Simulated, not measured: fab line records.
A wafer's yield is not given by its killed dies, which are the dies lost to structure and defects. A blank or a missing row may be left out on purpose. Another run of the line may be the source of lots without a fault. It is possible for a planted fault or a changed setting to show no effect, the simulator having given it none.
Which of the tools did it?	flow berkeley_cmos170	21 wafers from 7 lots sampled at 4 of the route's 331 steps

== WHAT THE GAUGES READ, wafer by wafer ==
UCB170_PLDD_TW_MEAS_11.
lot	measured	on	PLDD_TW
L869	day 7 17:55	film_metro-02	1003 1005 1001
L871	day 8 05:58	film_metro-04	1005 1003 1007
L874	day 8 14:13	film_metro-02	1001 1001 1001
L879	day 9 21:37	film_metro-02	992 995 996
L882	day 10 14:44	film_metro-01	1010 1011 1011
L886	day 11 17:53	film_metro-04	1004 1003 1000
L891	day 13 02:42	film_metro-01	1005 1009 1003

== TOOL THAT RAN EACH LOT (tool first, then ch and the chambers of the sampled wafers, then the start) ==
lot	UCB170_NWELL_STRIP_15	UCB170_NVT_IMPLANT_07	UCB170_PVT_STRIP_08
L869	plasma_asher-03 ch 0,1, day 2 20:25	implanter-01 ch 0, day 6 14:09	plasma_asher-03 ch 0,1, day 6 16:11
L871	plasma_asher-03 ch 0,1, day 3 05:02	implanter-03 ch 0, day 7 05:01	plasma_asher-02 ch 0,1, day 7 06:40
L874	plasma_asher-02 ch 0,1, day 3 12:22	implanter-01 ch 0, day 7 14:41	plasma_asher-03 ch 0,1, day 7 17:36
L879	plasma_asher-01 ch 0,1, day 4 17:14	implanter-03 ch 0, day 9 02:57	plasma_asher-03 ch 0,1, day 9 04:54
L882	plasma_asher-02 ch 0,1, day 5 08:31	implanter-03 ch 0, day 9 18:03	plasma_asher-03 ch 0,1, day 9 19:41
L886	plasma_asher-01 ch 0,1, day 6 03:24	implanter-02 ch 0, day 10 16:17	plasma_asher-02 ch 0,1, day 10 17:57
L891	plasma_asher-01 ch 0, day 7 11:50	implanter-01 ch 0, day 11 23:11	plasma_asher-03 ch 0, day 12 00:53
- UCB170_NWELL_STRIP_15: strips in O2.
- UCB170_NVT_IMPLANT_07
- UCB170_PVT_STRIP_08: strips in O2.

== THE ANSWER, worked out from the rows above alone ==
Rule: the usual values come from the lots themselves. Put in order of their means at a reading, lots are off if they are a third of the lots or fewer, leave a main group of 4 or more, and stand apart from it by a gap of 3 or more times the standard deviation of the main group's means; of several such gaps the widest counts. If all means in a main group match to the digits the tables above print for the reading, that group is not used. A lot without any number at a reading at which 4 lots or more have one is off too. Any other lot the step has rows for is counted as sound.
No lot is off on any of the readings shown, so nothing can be concluded from this.

== WHAT THE SIMULATOR HAD INSERTED ==
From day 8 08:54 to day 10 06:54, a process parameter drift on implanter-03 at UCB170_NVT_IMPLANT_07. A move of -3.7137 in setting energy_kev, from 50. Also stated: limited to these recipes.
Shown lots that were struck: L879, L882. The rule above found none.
